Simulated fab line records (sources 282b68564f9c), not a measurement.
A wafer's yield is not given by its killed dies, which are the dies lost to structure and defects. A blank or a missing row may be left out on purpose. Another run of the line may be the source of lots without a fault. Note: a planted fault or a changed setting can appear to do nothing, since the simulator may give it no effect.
A struck lot beside a sound one	flow rit cmos	15 out of 202 route steps
Sound: these wafers, L715.1, L715.4, L715.5. The struck wafers were L731.1, L731.3, L731.4. The cause comes at the end.
Order at every step that has rows: each side's tool, ch and its chambers, its first start. Under that, the readings that differ: sound wafers	struck wafers	difference of the means	sigmas: that difference in standard deviations of wafers without a fault.
alike: words and numbers the same on both sides, and readings whose means are apart by under 2 such deviations; not compared: readings that were withheld, readings missing a value for some wafer, numbers with overlapping values and no deviation given by the record, and bounds like >300 which may hide the same value.
Wherever a step has rows on one side only, a row that says differs or no value, or a row with sigmas, the two part there. Non-overlapping numbers with no deviation appear without sigmas and do not part them. Lack of a reading on every wafer of one side parts them only where that side has two or more wafers.

first, 1 step without rows for these wafers: RIT_CONTACT_HARDBAKE_10 (time 60 s).
RIT_CONTACT_ETCH_11: etches SiO2 in CHF3/CF4/Ar, stops on TiSi2, target depth 480 nm, time 320 s.
  sound on rie diel-02 ch 0,1,2, day 4 17:43; struck on rie diel-02 ch 1,2,3, day 8 10:59
  alike: CHF3_flow_sccm, drypump motor current A, oes product au, throttle valve pct
  not compared: rf hours counter h
RIT_CONTACT_STRIP_12: strips in O2, time 180 s.
  sound on plasma asher-01 ch 0,1, day 4 17:54; struck on plasma asher-03 ch 0,1, day 8 11:11
  alike: drypump motor current A
  not compared: rf hours counter h
RIT_CONTACT_CD_MEAS_90 targets a cd of 1000 nm.
  sound on cd sem-02 at day 4 18:05; struck on cd sem-01 at day 8 11:22
  alike: cd nm
then, 2 steps without rows for these wafers: RIT_CONTACT_CLEAN_13 (cleans in SC1, time 600 s); RIT_CONTACT_CLEAN_14 (cleans in SC2, time 600 s).
RIT_M1_SPUTTER_00: material Al, target thk 400 nm, time 500 s.
  sound on pvd sputter-01 at day 4 18:36; struck on pvd sputter-02 at day 8 11:50
reading	sound	struck	difference	sigmas
throttle valve pct (%)	29.3 30.5 31.7	27.8 29.2 27.8	-2.2	-2
  alike: cathode dc power W
RIT_M1_RS_MEAS_01: uses a four-point probe to measure.
  sound on film metro-01 at day 4 18:53; struck on film metro-01 at day 8 12:08
reading	sound	struck	difference	sigmas
M1_AL_RS (ohm/sq)	0.0741 0.0752 0.0744	0.0732 0.0724 0.0732	-0.0016	-2
RIT_M1_THK_MEAS_02: measures by xrf.
  sound on film metro-01 at day 4 19:01; struck on film metro-01 at day 8 12:16
reading	sound	struck	difference	sigmas
M1_AL_THK (nm)	399 394 397	407 407 403	+9	+2
then, 3 steps without rows for these wafers: RIT_M1_HMDS_03 (prime time 60 s); RIT_M1_COAT_04 (resist thk 1300 nm); RIT_M1_SOFTBAKE_05 (time 60 s).
RIT_M1_EXPOSE_06: exposes mask M12, target cd 2600 nm.
  sound on iline stepper-01 ch 0, day 4 19:46; struck on iline stepper-01 ch 0, day 8 12:46
reading	sound	struck	difference	sigmas
exposure dose mJ cm2	249.78 249.66 249.71	251.50 251.27 251.07	+1.56	+7
  alike: mask
then, 1 step without rows for these wafers: RIT_M1_PEB_07.
RIT_M1_PROBE_99:
  record: rows for the struck wafers here (prober-01, day 8 15:52), none for the sound ones

## WHERE THEY PART
Earliest at RIT_M1_SPUTTER_00; latest, in this record, at RIT_M1_PROBE_99.

WHY: whatever the simulator had introduced
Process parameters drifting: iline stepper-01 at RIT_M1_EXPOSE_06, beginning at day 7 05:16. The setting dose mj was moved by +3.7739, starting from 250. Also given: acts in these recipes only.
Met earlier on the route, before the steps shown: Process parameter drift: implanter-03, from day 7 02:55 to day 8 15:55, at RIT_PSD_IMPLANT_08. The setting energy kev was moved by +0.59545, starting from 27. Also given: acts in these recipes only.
